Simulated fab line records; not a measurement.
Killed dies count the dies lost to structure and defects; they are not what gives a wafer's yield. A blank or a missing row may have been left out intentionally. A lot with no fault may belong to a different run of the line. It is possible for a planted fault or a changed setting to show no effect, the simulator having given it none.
Tool commonality check    flow rit cmos    Sampled: 14 lots, 42 wafers

## REASON IT WAS OPENED
RIT_GATE_THK_MEAS_07, reading GATE_OXIDE_THK: flagged on 2 of 14 lots. Wafers without a fault read 3.00 nm, standard deviation 0.072.
Rule: a lot gets a flag if all its wafers with a number sit over 4 standard deviations from that mean, or if no wafer of it has a number. As for the other lots, they are considered sound.

lot   measured     on             GATE_OXIDE_THK (nm), wafer by wafer  flag
L361  day 2 15:14  film metro-01  3.01 2.97 2.95                       
L363  day 3 01:57  film metro-01  3.13 3.18 3.18                       
L364  day 3 02:06  film metro-01  3.05 3.11 3.00                       
L367  day 3 21:42  film metro-04  3.78 3.71 3.65                       FLAGGED
L368  day 4 01:11  film metro-04  3.68 3.65 3.68                       FLAGGED
L373  day 5 02:29  film metro-01  2.91 2.83 2.89                       
L377  day 5 22:23  film metro-04  2.94 2.94 3.03                       
L378  day 6 01:09  film metro-03  2.97 2.99 2.98                       
L379  day 6 07:55  film metro-01  3.11 3.12 3.09                       
L380  day 6 13:53  film metro-01  3.07 3.01 2.99                       
L381  day 6 17:23  film metro-04  2.93 2.86 2.96                       
L382  day 6 21:46  film metro-01  2.95 2.91 2.97                       
L383  day 7 03:59  film metro-04  3.00 3.05 2.97                       
L384  day 7 09:28  film metro-03  2.95 3.04 3.05                       
The mean of the flagged lots' numbers is 3.69 nm, +0.69 nm from the usual (+10 standard deviations).

## WHICH TOOL EACH LOT WENT THROUGH
The record holds 1 process step before the reading, out of a route of 202 steps. Cell contents, in order: the tool; ch with the chambers the sampled wafers went through; the start.
lot   flag     RIT_GATE_OXIDATION_05
L361           furnace-03 ch 0, day 2 13:15
L363           furnace-01 ch 0, day 2 23:41
L364           furnace-01 ch 0, day 3 00:45
L367  FLAGGED  furnace-01 ch 0, day 3 19:03
L368  FLAGGED  furnace-01 ch 0, day 3 21:41
L373           furnace-03 ch 0, day 4 22:41
L377           furnace-04 ch 0, day 5 21:03
L378           furnace-03 ch 0, day 5 22:52
L379           furnace-04 ch 0, day 6 04:54
L380           furnace-01 ch 0, day 6 11:19
L381           furnace-01 ch 0, day 6 15:21
L382           furnace-04 ch 0, day 6 18:41
L383           furnace-03 ch 0, day 7 01:08
L384           furnace-01 ch 0, day 7 06:47
These steps, and what they do:
- RIT_GATE_OXIDATION_05: target thk 3 nm, ox time 270 s.
- RIT_GATE_THK_MEAS_07

## FLAGGED OVER TOTAL, TOOL BY TOOL (the gauges that took the reading come last)
step                   tool           lots run  flagged  share of the flagged lots  sound lots run after its first flagged lot
RIT_GATE_OXIDATION_05  furnace-01     7         2        all                        3 (L380,L381,L384)
RIT_GATE_OXIDATION_05  furnace-03     4         0        none                       -
RIT_GATE_OXIDATION_05  furnace-04     3         0        none                       -
RIT_GATE_THK_MEAS_07   film metro-01  7         0        none                       -
RIT_GATE_THK_MEAS_07   film metro-03  2         0        none                       -
RIT_GATE_THK_MEAS_07   film metro-04  5         2        all                        3 (L377,L381,L383)

## WHAT THE TABLE ALLOWS
Rows of the table that ran all the flagged lots, 2 in number: furnace-01 at RIT_GATE_OXIDATION_05; film metro-04 at RIT_GATE_THK_MEAS_07.
- furnace-01 at RIT_GATE_OXIDATION_05: 2 of its 7 lots flagged. After the first flagged lot (L380, L381, L384), sound lots still ran on it; a lasting fault on the whole tool would not permit that. Its own readings (spike tc centre C, spike tc load C, spike tc source C, tube center temp C, tube_center_temp_C_max) fall more than 4 standard deviations out on all wafers of the flagged lots.
- film metro-04 at RIT_GATE_THK_MEAS_07: 2 of its 5 lots flagged. After the first flagged lot (L377, L381, L383), sound lots still ran on it; a lasting fault on the whole tool would not permit that.
Not one row of the table ran every flagged lot while running no sound lot after the first.

## WHAT THE SIMULATOR HAD INSERTED
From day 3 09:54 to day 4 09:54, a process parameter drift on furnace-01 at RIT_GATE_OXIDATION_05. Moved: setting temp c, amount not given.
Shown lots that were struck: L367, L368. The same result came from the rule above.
